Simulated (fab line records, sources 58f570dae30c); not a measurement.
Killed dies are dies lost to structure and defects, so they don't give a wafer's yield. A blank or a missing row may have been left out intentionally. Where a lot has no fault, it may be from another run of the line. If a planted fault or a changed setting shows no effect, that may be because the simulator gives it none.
Which tool did it?    flow berkeley_cmos170    Sampling: 14 lots, 42 wafers, 3 of 331 route steps

## WHAT THE GAUGES READ, wafer by wafer
UCB170_M3_OVL_MEAS_16. Usual: for M3_OVL the level is 4 nm and the standard deviation is 5.3.
lot   measured      on          M3_OVL (nm)  flag
L339  day 8 03:41   overlay-02  -6 -1 -8     
L341  day 9 00:47   overlay-01  7 -2 9       
L346  day 9 19:36   overlay-02  - - -        OFF
L345  day 9 21:12   overlay-01  - - -        OFF
L351  day 10 07:14  overlay-01  -1 8 2       
L350  day 10 08:12  overlay-01  4 6 4        
L352  day 10 17:29  overlay-01  1 0 6        
L354  day 10 19:52  overlay-01  1 2 0        
L353  day 10 19:59  overlay-01  9 -2 8       
L355  day 11 07:34  overlay-01  10 3 7       
L358  day 11 21:25  overlay-02  2 9 6        
L359  day 12 03:49  overlay-01  18 7 12      
L361  day 12 22:10  overlay-02  -1 5 -3      
L360  day 12 23:07  overlay-01  -9 5 -4      

## TOOL THAT RAN EACH LOT (tool first, then ch and the chambers of the sampled wafers, then the start)
lot   UCB170_M3_STRIP_07                    UCB170_M3_DEVELOP_14
L339  plasma_asher-04 ch 0,1, day 8 01:51   litho_track-02 ch 0, day 8 03:00
L341  plasma_asher-04 ch 0,1, day 8 23:14   litho_track-03 ch 0, day 9 00:00
L346  plasma_asher-02 ch 1, day 9 18:07     litho_track-03, day 9 19:00
L345  plasma_asher-04 ch 0, day 9 19:12     litho_track-02, day 9 20:00
L351  plasma_asher-02 ch 0,1, day 10 05:29  litho_track-03 ch 0, day 10 06:00
L350  plasma_asher-03 ch 0,1, day 10 06:14  litho_track-01 ch 0, day 10 07:00
L352  plasma_asher-04 ch 0,1, day 10 15:38  litho_track-01 ch 0, day 10 17:00
L354  plasma_asher-04 ch 0,1, day 10 18:13  litho_track-03 ch 0, day 10 19:00
L353  plasma_asher-03 ch 0,1, day 10 18:17  litho_track-02 ch 0, day 10 19:00
L355  plasma_asher-03 ch 0,1, day 11 05:37  litho_track-01 ch 0, day 11 07:00
L358  plasma_asher-03 ch 0,1, day 11 19:40  litho_track-02 ch 0, day 11 21:00
L359  plasma_asher-04 ch 0,1, day 12 01:20  litho_track-03 ch 0, day 12 03:00
L361  plasma_asher-03 ch 0,1, day 12 19:41  litho_track-01 ch 0, day 12 21:00
L360  plasma_asher-02 ch 0,1, day 12 21:06  litho_track-02 ch 0, day 12 22:00
- UCB170_M3_STRIP_07: strips in O2.
- UCB170_M3_DEVELOP_14: develop time 45 s.

## AS READ BY THE TOOLS THEMSELVES (means over the sampled wafers that have a number; for cases with no such wafer, the mark the record gives instead)
UCB170_M3_STRIP_07. Usual: drypump_motor_current_A 5.94 A, standard deviation 0.28; oes_product_au 0.735 a.u., standard deviation 0.0044; strip_time_to_endpoint_s 21.99 s, standard deviation 0.072.
lot   tool             drypump_motor_current_A (A)  oes_product_au (a.u.)  strip_time_to_endpoint_s (s)  flag
L339  plasma_asher-04  6.25                         0.734                  21.96                         
L341  plasma_asher-04  6.23                         0.731                  21.89                         
L346  plasma_asher-02  5.90                         0.735                  21.97                         
L345  plasma_asher-04  5.84                         0.731                  22.00                         
L351  plasma_asher-02  5.67                         0.730                  22.10                         
L350  plasma_asher-03  5.87                         0.737                  21.97                         
L352  plasma_asher-04  6.04                         0.739                  22.02                         
L354  plasma_asher-04  6.26                         0.741                  22.02                         
L353  plasma_asher-03  5.84                         0.733                  22.03                         
L355  plasma_asher-03  5.86                         0.731                  21.94                         
L358  plasma_asher-03  5.82                         0.739                  22.04                         
L359  plasma_asher-04  6.05                         0.737                  21.96                         
L361  plasma_asher-03  5.86                         0.734                  22.05                         
L360  plasma_asher-02  5.68                         0.737                  21.94                         

UCB170_M3_DEVELOP_14. Usual: chill_plate_temp_C 23.01 C, standard deviation 0.095; resist_line_temp_C 23.00 C, standard deviation 0.1.
lot   tool            chill_plate_temp_C (C)  resist_line_temp_C (C)  flag
L339  litho_track-02  22.98                   23.14                   
L341  litho_track-03  23.05                   23.02                   
L346  litho_track-03  -                       -                       OFF
L345  litho_track-02  -                       -                       OFF
L351  litho_track-03  23.00                   23.03                   
L350  litho_track-01  23.12                   22.89                   
L352  litho_track-01  23.01                   23.01                   
L354  litho_track-03  23.07                   22.95                   
L353  litho_track-02  23.10                   22.99                   
L355  litho_track-01  23.01                   22.98                   
L358  litho_track-02  22.95                   23.07                   
L359  litho_track-03  23.00                   23.07                   
L361  litho_track-01  23.05                   23.04                   
L360  litho_track-02  23.05                   22.96                   

## THE ANSWER, worked out from the rows above alone
Rule: lot off if the mean of its wafers having a number is beyond 3 standard deviations from the usual mean. Also off: a lot with no number at a reading for which 4 or more lots have one. The other lots that the step has rows for count as sound. First the gauges in route order, then the tools' own readings, where a lot's mean is used as printed above. At the first step where some lot is off, the reading lying furthest off is the one used; lots without a number count as furthest.
Off: L346, L345, at UCB170_M3_OVL_MEAS_16 (M3_OVL). Without a number there: L346, L345.
If a tool, at a process step before that reading, ran all the lots that are off and no sound lot after the first of them, it fits. Not tried: the gauges at UCB170_M3_OVL_MEAS_16; whatever is off there is also off at UCB170_M3_DEVELOP_14, on other tools, and gauge error can't account for it. No candidate that was tried fits.

## WHAT THE SIMULATOR HAD PUT IN
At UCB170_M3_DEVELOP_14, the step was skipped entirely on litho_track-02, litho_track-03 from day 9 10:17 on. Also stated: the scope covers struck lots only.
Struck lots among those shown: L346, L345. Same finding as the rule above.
